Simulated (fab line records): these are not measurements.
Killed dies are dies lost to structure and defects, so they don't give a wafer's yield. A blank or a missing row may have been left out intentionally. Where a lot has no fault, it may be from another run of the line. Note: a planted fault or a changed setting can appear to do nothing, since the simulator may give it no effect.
Commonality check across tools    flow rit_cmos    14 lots and 48 wafers in the sample

WHY IT WAS OPENED
2 of 14 lots carry a flag on the reading GATE_OVL at RIT_GATE_OVL_MEAS_17. No-fault wafers: 0.2 nm, standard deviation 1.3.
Rule: a lot gets a flag if all its wafers with a number sit over 4 standard deviations from that mean, or if no wafer of it has a number. The rest of the lots are taken to be sound.

lot   measured     on          GATE_OVL (nm), wafer by wafer        flag
L617  day 2 13:57  overlay-01  -1.4 -0.1 0.1                        
L619  day 3 00:20  overlay-01  0.0 -1.6 -0.5                        
L620  day 3 03:47  overlay-01  -1.4 0.2 1.1                         
L621  day 3 09:40  overlay-01  1.1 1.3 -0.8                         
L624  day 4 00:19  overlay-02  -2.8 -2.5 -1.6                       
L626  day 4 14:16  overlay-01  0.0 0.1 0.5                          
L627  day 4 16:01  overlay-01  -0.8 -0.7 -0.3                       
L628  day 4 19:46  overlay-02  1.7 0.5 0.2                          
L629  day 5 01:47  overlay-02  0.0 -0.3 -0.3                        
L632  day 5 20:23  overlay-02  -0.4 -0.1 1.5                        
L633  day 5 22:02  overlay-02  110.9 112.3 112.3 110.4 111.5 112.0  FLAGGED
L634  day 6 02:20  overlay-01  0.5 3.0 -0.1                         
L635  day 6 11:25  overlay-02  112.0 113.8 112.1 111.5 113.5 111.1  FLAGGED
L637  day 6 16:46  overlay-02  0.2 0.3 0.4                          
The mean of the flagged lots' numbers is 112.0 nm, +111.8 nm from the usual (+86 standard deviations).

TOOL THAT RAN EACH LOT
The record holds 1 process step before the reading, out of a route of 202 steps. Cell contents, in order: the tool; ch with the chambers the sampled wafers went through; the start.
lot   flag     RIT_GATE_EXPOSE_13
L617           iline_stepper-02 ch 0, day 2 13:26
L619           iline_stepper-02 ch 0, day 2 23:49
L620           iline_stepper-01 ch 0, day 3 03:16
L621           iline_stepper-02 ch 0, day 3 09:01
L624           iline_stepper-02 ch 0, day 3 23:48
L626           iline_stepper-02 ch 0, day 4 13:45
L627           iline_stepper-01 ch 0, day 4 15:29
L628           iline_stepper-01 ch 0, day 4 19:14
L629           iline_stepper-02 ch 0, day 5 01:16
L632           iline_stepper-02 ch 0, day 5 19:53
L633  FLAGGED  iline_stepper-02 ch 0, day 5 21:31
L634           iline_stepper-01 ch 0, day 6 01:49
L635  FLAGGED  iline_stepper-02 ch 0, day 6 10:54
L637           iline_stepper-01 ch 0, day 6 16:17
What the steps here do:
- RIT_GATE_EXPOSE_13: exposes mask M6, target cd 150 nm.
- RIT_GATE_OVL_MEAS_17

FLAGGED AGAINST TOTAL, ONE TOOL AT A TIME (gauges that did the reading follow at the end)
step                  tool              lots run  flagged  share of the flagged lots  sound lots run after its first flagged lot
RIT_GATE_EXPOSE_13    iline_stepper-01  5         0        none                       -
RIT_GATE_EXPOSE_13    iline_stepper-02  9         2        all                        0
RIT_GATE_OVL_MEAS_17  overlay-01        7         0        none                       -
RIT_GATE_OVL_MEAS_17  overlay-02        7         2        all                        1 (L637)

THE TABLE: WHAT IT ALLOWS
In 2 table rows, all flagged lots were run: iline_stepper-02 (RIT_GATE_EXPOSE_13), overlay-02 (RIT_GATE_OVL_MEAS_17).
- iline_stepper-02 at RIT_GATE_EXPOSE_13: 2 of its 9 lots flagged. Last sound lot L632 at day 5 19:53, first flagged lot L633 at day 5 21:31; a fault beginning in between fits.
- overlay-02 at RIT_GATE_OVL_MEAS_17: 2 of its 7 lots flagged. After the first flagged lot (L637), sound lots still ran on it; a lasting fault on the whole tool would not permit that.
Just one tool remains: iline_stepper-02 at RIT_GATE_EXPOSE_13.

WHAT THE SIMULATOR HAD PUT IN
Scanner matching overlay: iline_stepper-02, from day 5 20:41 on, at RIT_GATE_EXPOSE_13. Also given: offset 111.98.
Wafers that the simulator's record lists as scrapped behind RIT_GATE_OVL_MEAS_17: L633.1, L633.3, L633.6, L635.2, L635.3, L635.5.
Lots struck among those shown: L633, L635. Same finding as the rule above.
